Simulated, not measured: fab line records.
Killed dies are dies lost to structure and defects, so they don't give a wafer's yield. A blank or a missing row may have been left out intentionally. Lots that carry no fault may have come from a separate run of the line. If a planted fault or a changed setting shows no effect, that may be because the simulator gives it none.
A struck lot beside a sound one / flow rit_cmos / 16 out of 202 route steps
Sound: wafers L478.1, L478.3, L478.6. Wafers struck: L485.3, L485.4, L485.5. The cause is given at the end.
Order at every step that has rows: each side's tool, ch and its chambers, its first start. Under that, the readings that differ: sound wafers / struck wafers / difference of the means / sigmas: that difference in standard deviations of wafers without a fault.
alike: a reading whose means differ by less than 2 such deviations, as well as words and numbers matching on both sides. not compared: withheld readings; readings where some wafer has no value; bounds like >300 that might hide an equal value; numbers whose values overlap and for which the record gives no deviation.
A row with sigmas, a row that says differs or no value, or rows on one side alone: a step with any of these is where the two part. When numbers do not overlap yet have no deviation, they are printed without sigmas and do not part them. Lack of a reading on every wafer of one side parts them only where that side has two or more wafers.

first, 1 step without rows for these wafers: RIT_ACTIVE_OXIDATION_01 (target thk 46.8 nm, ox time 3360 s).
RIT_ACTIVE_THK_MEAS_02:
  sound: film_metro-03 at day 1 22:03; struck: film_metro-04 at day 3 09:04
  alike: ACTIVE_OXIDE_THK
then, 1 step without rows for these wafers: RIT_ACTIVE_CVD_03 (deposits Si3N4 from SiH2Cl2/NH3, target thk 150 nm, time 1500 s).
RIT_ACTIVE_THK_MEAS_04:
  sound: film_metro-03 at day 1 23:32; struck: film_metro-02 at day 3 10:33
  alike: ACTIVE_NITRIDE_THK
then, 6 steps without rows for these wafers: RIT_ACTIVE_HMDS_05 (prime time 60 s); RIT_ACTIVE_COAT_06 (resist thk 1000 nm); RIT_ACTIVE_SOFTBAKE_07 (time 60 s); RIT_ACTIVE_EXPOSE_08 (exposes mask M1, target cd 1400 nm); RIT_ACTIVE_PEB_09; RIT_ACTIVE_DEVELOP_10 (develop time 50 s).
RIT_ACTIVE_CD_MEAS_11: target cd 1400 nm.
  sound: cd_sem-01 at day 2 00:26; struck: cd_sem-01 at day 3 11:36
reading=cd_nm (nm); sound=1399.0 1398.4 1398.7; struck=1402.7 1404.2 1405.3; difference=+5.4; sigmas=+2
then, 1 step without rows for these wafers: RIT_ACTIVE_HARDBAKE_12 (time 60 s).
RIT_ACTIVE_ETCH_13: etches Si3N4 in SF6, stops on SiO2, time 210 s, target depth 210 nm.
  sound on rie_diel-04 ch 1, day 2 00:43; struck on rie_diel-02 ch 1,2, day 3 11:50
  no value came back on the struck wafers for any of 5 readings (SF6_flow_sccm (sccm), chamber_pressure_mTorr (mTorr) and others); on the sound wafers SF6_flow_sccm (sccm) reads 200.2 199.3 199.4
reading=model.NOVOLAK_of_ACTIVE_COAT_06.thk_nm (nm); sound=653.9 649.4 652.1; struck=885.6 882.4 880.3; difference=+231.0; sigmas=
  not compared: rf_hours_counter_h
RIT_ACTIVE_STRIP_14: strips in O2, time 180 s.
  sound on plasma_asher-03 ch 0, day 2 00:55; struck on plasma_asher-03 ch 0,1, day 3 12:02
  alike: drypump_motor_current_A
  not compared: rf_hours_counter_h
RIT_ACTIVE_CD_MEAS_90: target cd 1400 nm.
  sound: cd_sem-02 at day 2 01:05; struck: cd_sem-02 at day 3 12:11
reading=cd_nm (nm); sound=1399.3 1398.9 1398.8; struck=- - -; difference=no value on the struck wafers; sigmas=
then, 1 step without rows for these wafers: RIT_ACTIVE_CLEAN_15 (cleans in SC1, time 600 s).

WHERE THEY PART
At RIT_ACTIVE_CD_MEAS_11 first; at RIT_ACTIVE_CD_MEAS_90 last (within this record only).

WHY: the cause the simulator had injected
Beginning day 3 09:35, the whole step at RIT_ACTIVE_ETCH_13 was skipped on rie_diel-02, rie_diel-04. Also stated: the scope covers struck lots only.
